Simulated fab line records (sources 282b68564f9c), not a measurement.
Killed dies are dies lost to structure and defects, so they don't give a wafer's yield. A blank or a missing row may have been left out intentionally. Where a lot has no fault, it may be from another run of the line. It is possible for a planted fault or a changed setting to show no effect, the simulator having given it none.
What tool caused it? | flow rit-cmos | 15 lots, 45 wafers sampled, at 2 steps of a route of 202

WHAT EACH GAUGE READ, for each wafer
RIT_NRETRO_TW_MEAS_10. Usual: NRETRO_TW typically reads 1054, with standard deviation 8.6.
lot  | measured    | on            | NRETRO_TW      | flag
L304 | day 2 14:32 | film-metro-03 | 1054 1055 1058 |
L307 | day 2 22:38 | film-metro-02 | 1333 1331 1331 | OFF
L310 | day 3 13:56 | film-metro-02 | 1320 1314 1322 | OFF
L312 | day 3 21:50 | film-metro-01 | 1043 1043 1039 |
L313 | day 4 03:13 | film-metro-01 | 1296 1311 1303 | OFF
L316 | day 4 18:32 | film-metro-01 | 1038 1040 1038 |
L317 | day 4 22:23 | film-metro-01 | 1041 1040 1040 |
L318 | day 5 03:44 | film-metro-03 | 1054 1057 1059 |
L319 | day 5 08:29 | film-metro-02 | 1070 1061 1063 |
L320 | day 5 13:26 | film-metro-03 | 1056 1047 1052 |
L321 | day 5 18:34 | film-metro-02 | 1060 1070 1066 |
L322 | day 5 23:54 | film-metro-03 | 1058 1055 1050 |
L324 | day 6 09:48 | film-metro-02 | 1070 1060 1059 |
L326 | day 6 20:05 | film-metro-01 | 1049 1046 1047 |
L327 | day 7 01:03 | film-metro-01 | 1041 1034 1035 |

WHICH TOOL RAN EACH LOT (tool, then ch and the chambers of the sampled wafers, then the start)
lot  | RIT_NRETRO_IMPLANT_08
L304 | implanter-02 ch 0, day 2 14:13
L307 | implanter-02 ch 0, day 2 21:59
L310 | implanter-03 ch 0, day 3 13:19
L312 | implanter-03 ch 0, day 3 21:32
L313 | implanter-02 ch 0, day 4 02:34
L316 | implanter-03 ch 0, day 4 18:13
L317 | implanter-03 ch 0, day 4 22:04
L318 | implanter-03 ch 0, day 5 03:26
L319 | implanter-04 ch 0, day 5 08:11
L320 | implanter-04 ch 0, day 5 13:09
L321 | implanter-04 ch 0, day 5 18:16
L322 | implanter-02 ch 0, day 5 23:34
L324 | implanter-04 ch 0, day 6 09:28
L326 | implanter-02 ch 0, day 6 19:46
L327 | implanter-02 ch 0, day 7 00:43
- RIT_NRETRO_IMPLANT_08

WHAT THE TOOLS THEMSELVES READ (means of the sampled wafers that have a number; where no wafer has one, the mark that the record gives instead)
The record holds no such reading with a usual standard deviation.

THE ANSWER, worked out from the rows above alone
Rule: lot off if the mean of its wafers having a number is beyond 3 standard deviations from the usual mean. Also off: a lot with no number at a reading for which 4 or more lots have one. The other lots that the step has rows for count as sound. The gauges are gone through in route order, then the tools' own readings, and for those a lot's mean is taken as printed above. At the first step where some lot is off, the reading lying furthest off is the one used; lots without a number count as furthest.
Off: at RIT_NRETRO_TW_MEAS_10 (NRETRO_TW), L307, L310, L313.
If a tool, at a process step before that reading, ran all the lots that are off and no sound lot after the first of them, it fits. Gauges at RIT_NRETRO_TW_MEAS_10: tried the same way as those tools. No candidate that was tried fits.

WHAT THE SIMULATOR HAD INSERTED
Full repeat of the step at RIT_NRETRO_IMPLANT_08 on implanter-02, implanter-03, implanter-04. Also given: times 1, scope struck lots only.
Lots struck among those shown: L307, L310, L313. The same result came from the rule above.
